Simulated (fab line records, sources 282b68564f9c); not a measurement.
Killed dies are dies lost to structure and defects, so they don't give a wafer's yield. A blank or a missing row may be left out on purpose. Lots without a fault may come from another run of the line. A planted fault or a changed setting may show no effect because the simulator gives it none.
A struck lot beside a sound one | flow rit_cmos | 14 steps out of a route of 202
Sound: wafers L336.1, L336.4, L336.5. Struck: wafers L332.3, L332.4, L332.6. The cause comes at the end.
At each step with rows: each side's tool, then ch and its chambers, then its first start. Under that, the readings that differ: sound wafers | struck wafers | difference of the means | sigmas: that difference in standard deviations of wafers without a fault.
alike: readings whose means differ by less than 2 such deviations, and words and numbers that are the same on both sides. not compared: withheld readings, readings that some wafer has no value for, bounds like >300 that may hide the same value, and numbers for which the record gives no deviation and whose values overlap.
The two part at a step that has a row with sigmas, a row that says differs or no value, or rows on one side only. Numbers that don't overlap but have no deviation are shown without sigmas and don't part them. A reading that every wafer of one side lacks parts them only if that side has two wafers or more.

RIT_GATE_STRIP_20: strips in O2, time 180 s.
  sound on plasma_asher-03 ch 0,1, day 5 15:28; struck on plasma_asher-04 ch 0,1, day 4 23:20
  alike: drypump_motor_current_A, o2_flow_sccm, rf_refl_power_W
  not compared: rf_hours_counter_h
RIT_GATE_CD_MEAS_90: target cd 150 nm.
  sound on cd_sem-01, day 5 15:38; struck on cd_sem-01, day 4 23:30
  alike: cd_nm
then, 4 steps without rows for these wafers: RIT_REOX_CLEAN_00 (cleans in SC1, time 600 s); RIT_REOX_CLEAN_01 (cleans in dHF, time 30 s); RIT_REOX_CLEAN_02 (cleans in SC2, time 600 s); RIT_REOX_OXIDATION_03 (target thk 25.2 nm, ox time 5580 s).
RIT_REOX_THK_MEAS_04:
  sound on film_metro-02, day 5 18:43; struck on film_metro-02, day 5 03:31
  reading             | sound          | struck         | difference | sigmas
  REOX_OXIDE_THK (nm) | 26.6 26.7 26.3 | 25.4 24.9 24.9 | -1.5       | -3
then, 5 steps without rows for these wafers: RIT_NLDD_HMDS_00 (prime time 60 s); RIT_NLDD_COAT_01 (resist thk 1000 nm); RIT_NLDD_SOFTBAKE_02 (time 60 s); RIT_NLDD_EXPOSE_03 (exposes mask M7, target cd 40700 nm); RIT_NLDD_PEB_04.
RIT_NLDD_DEVELOP_05: develop time 50 s.
  sound on litho_track-03 ch 0, day 5 19:00; struck on litho_track-03, day 5 04:00
  no value came back on the struck wafers for chill_plate_temp_C (C), develop_time_s (s); on the sound wafers chill_plate_temp_C (C) reads 23.04 23.02 22.92
RIT_NLDD_OVL_MEAS_06:
  sound on overlay-02, day 5 19:37; struck on overlay-02, day 5 04:25
  reading       | sound        | struck | difference                    | sigmas
  NLDD_OVL (nm) | 1.0 -0.2 3.0 | - - -  | no value on the struck wafers |

WHERE THEY PART
First at RIT_REOX_THK_MEAS_04; last, within this record, at RIT_NLDD_OVL_MEAS_06.

WHY: what the simulator had put in
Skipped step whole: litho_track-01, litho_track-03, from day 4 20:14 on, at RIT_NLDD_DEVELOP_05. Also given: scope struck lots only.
